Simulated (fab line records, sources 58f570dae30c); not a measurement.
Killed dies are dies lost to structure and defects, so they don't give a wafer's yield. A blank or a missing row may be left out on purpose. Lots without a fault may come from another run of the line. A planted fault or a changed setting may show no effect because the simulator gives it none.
Problem report in the 8D (eight disciplines) form, filled by code | flow berkeley_cmos170 | the parts of the form that need people (team, actions taken, sign-off) are left out

1. THE PROBLEM
tilt_deg at UCB170_NWELL_IMPLANT_14 reads a mean of 7.228 degrees on 6 wafers of 2 lots; wafers without a fault read 7.006 degrees with a standard deviation of 0.017. That is +13 standard deviations from the usual mean.
First seen on wafer L431.1, day 5 04:04, on implanter-03. The record holds 39 wafers of 13 lots with a number at this step. Rule for "out", or "out of limits": more than 4 standard deviations from the usual mean. The other wafers with a number count as sound.

2. WHAT IT IS AND WHAT IT IS NOT
question                    | is                     | is not
which readings at this step | tilt_deg               | beam_energy_keV
which lots                  | L431, L432             | L418, L419, L420, L421, L422, L433, L435, L436, L438, L439, L441
which wafers of those lots  | all that have a number | -
read on which tools         | implanter-03           | implanter-02, implanter-04
when                        | from day 5 04:04       | up to then (15 sound wafers); but 18 sound wafers of L433, L435, L436, L438, L439, L441 came after

3. SUSPECTS, AND WHAT RULES EACH OUT
Counting: a tool at a process step up to the reading stays a suspect if it ran every lot that is out and no sound lot after the first of them.
- implanter-03 at UCB170_NWELL_IMPLANT_14: kept. It ran every lot that is out, first L431 (day 5 04:04), and no sound lot after that. Its own readings are out on those wafers: tilt_deg.
Left after counting: implanter-03 at UCB170_NWELL_IMPLANT_14.

4. THE CAUSE (what the simulator had put in)
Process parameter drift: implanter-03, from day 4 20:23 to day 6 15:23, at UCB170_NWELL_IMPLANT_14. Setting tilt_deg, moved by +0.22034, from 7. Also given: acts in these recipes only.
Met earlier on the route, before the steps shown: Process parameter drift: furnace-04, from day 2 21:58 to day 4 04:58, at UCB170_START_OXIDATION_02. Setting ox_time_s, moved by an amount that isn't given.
Counting left only this tool.

5. THE CHAIN OF EFFECTS, in route order
Each row: a reading whose mean over the struck wafers that have a number lies more than 3 standard deviations from the usual. Only readings for which the record gives a usual standard deviation are gone through. hours: the time from each lot's start at the first step in this table that gives one to its start at this step, as a median over the lots. sigmas: the change in usual standard deviations.
hours | step                    | reading  | usual         | on struck wafers | change | sigmas
0     | UCB170_NWELL_IMPLANT_14 | tilt_deg | 7.006 degrees | 7.228            | +0.222 | +13
The process steps in it:
- UCB170_NWELL_IMPLANT_14

6. WHAT WOULD HAVE CAUGHT IT SOONER
In this record the first reading out of limits was taken at day 5 04:04, 8 hours after the fault began at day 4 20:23.
